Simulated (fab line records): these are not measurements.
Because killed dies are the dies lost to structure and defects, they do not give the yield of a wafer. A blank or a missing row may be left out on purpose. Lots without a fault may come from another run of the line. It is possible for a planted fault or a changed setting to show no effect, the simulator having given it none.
Check for tools in common + flow berkeley-cmos170 + Sampled: 14 lots, 42 wafers

WHY IT WAS OPENED
Of 14 lots, 2 have the reading PWELL_NITRIDE_THK flagged at UCB170_PWELL_THK_MEAS_06. Wafers without a fault read 219.5 nm, standard deviation 2.2.
Rule: a lot is flagged when every wafer of it that has a number lies more than 4 standard deviations from that mean, or none has a number. The other lots count as sound.

| lot  | measured    | on            | PWELL_NITRIDE_THK (nm), wafer by wafer | flag    |
|------|-------------|---------------|----------------------------------------|---------|
| L603 | day 3 13:32 | film-metro-02 | 220.2 218.9 219.7                      |         |
| L604 | day 3 13:33 | film-metro-03 | 217.3 219.1 217.0                      |         |
| L605 | day 3 22:14 | film-metro-04 | 218.4 218.4 217.4                      |         |
| L608 | day 4 12:43 | film-metro-02 | 220.7 220.3 221.4                      |         |
| L607 | day 4 12:44 | film-metro-03 | 221.6 219.9 223.7                      |         |
| L606 | day 4 12:45 | film-metro-04 | 220.0 220.1 220.8                      |         |
| L610 | day 4 20:44 | film-metro-04 | 218.8 218.6 220.2                      |         |
| L611 | day 5 04:37 | film-metro-02 | 218.9 221.6 221.1                      |         |
| L616 | day 6 05:31 | film-metro-02 | 434.8 432.7 435.4                      | FLAGGED |
| L620 | day 7 04:21 | film-metro-02 | 434.2 436.2 437.2                      | FLAGGED |
| L623 | day 7 06:27 | film-metro-03 | 223.1 221.1 223.8                      |         |
| L624 | day 7 17:59 | film-metro-03 | 220.5 219.6 220.9                      |         |
| L625 | day 8 00:55 | film-metro-04 | 219.6 220.3 219.5                      |         |
| L626 | day 8 00:56 | film-metro-02 | 223.2 222.5 222.8                      |         |
Average over the flagged lots: 435.1 nm; offset from the usual +215.6 nm, equal to +98 standard deviations.

WHICH TOOL RAN EACH LOT
The record holds 1 process step before the reading, out of a route of 331 steps. Read each cell as the tool, then ch plus the chambers that the sampled wafers visited, then the start.
| lot  | flag    | UCB170_PWELL_CVD_05                                       |
|------|---------|-----------------------------------------------------------|
| L603 |         | lpcvd-01 ch 0, day 3 11:38                                |
| L604 |         | lpcvd-01 ch 1, day 3 11:38                                |
| L605 |         | lpcvd-01 ch 1, day 3 20:19                                |
| L608 |         | lpcvd-02 ch 0, day 4 09:50                                |
| L607 |         | lpcvd-02 ch 0, day 4 09:50                                |
| L606 |         | lpcvd-02 ch 1, day 4 09:50                                |
| L610 |         | lpcvd-02 ch 1, day 4 18:49                                |
| L611 |         | lpcvd-01 ch 1, day 5 02:42                                |
| L616 | FLAGGED | lpcvd-02 ch 0, day 6 01:16 and lpcvd-01 ch 0, day 6 03:33 |
| L620 | FLAGGED | lpcvd-01 ch 1, day 7 00:20                                |
| L623 |         | lpcvd-01 ch 0, day 7 04:31                                |
| L624 |         | lpcvd-01 ch 0, day 7 16:03                                |
| L625 |         | lpcvd-01 ch 0, day 7 23:00                                |
| L626 |         | lpcvd-01 ch 1, day 7 23:00                                |
What the steps here do:
- UCB170_PWELL_CVD_05: deposits Si3N4 from SiH2Cl2/NH3, target thk 220 nm, time 3300 s.
- UCB170_PWELL_THK_MEAS_06

FLAGGED OVER TOTAL, TOOL BY TOOL (the gauges that took the reading come last)
| step                     | tool          | lots run | flagged | share of the flagged lots | sound lots run after its first flagged lot |
|--------------------------|---------------|----------|---------|---------------------------|--------------------------------------------|
| UCB170_PWELL_CVD_05      | lpcvd-01      | 10       | 2       | all                       | 4 (L623,L624,L625,L626)                    |
| UCB170_PWELL_CVD_05      | lpcvd-02      | 5        | 1       | some                      | 0                                          |
| UCB170_PWELL_THK_MEAS_06 | film-metro-02 | 6        | 2       | all                       | 1 (L626)                                   |
| UCB170_PWELL_THK_MEAS_06 | film-metro-03 | 4        | 0       | none                      | -                                          |
| UCB170_PWELL_THK_MEAS_06 | film-metro-04 | 4        | 0       | none                      | -                                          |

THE TABLE: WHAT IT ALLOWS
Every flagged lot went through 2 rows of the table: lpcvd-01 at UCB170_PWELL_CVD_05 and film-metro-02 at UCB170_PWELL_THK_MEAS_06.
- lpcvd-01 at UCB170_PWELL_CVD_05: 2 of its 10 lots flagged. Sound lots followed the first flagged one (L623, L624, L625, L626) on it, something a lasting fault affecting the whole tool could not allow.
- film-metro-02 at UCB170_PWELL_THK_MEAS_06: 2 of its 6 lots flagged. Sound lots followed the first flagged one (L626) on it, something a lasting fault affecting the whole tool could not allow.
There is no row in the table that ran each flagged lot and no sound lot after the first.

WHAT THE SIMULATOR PUT IN
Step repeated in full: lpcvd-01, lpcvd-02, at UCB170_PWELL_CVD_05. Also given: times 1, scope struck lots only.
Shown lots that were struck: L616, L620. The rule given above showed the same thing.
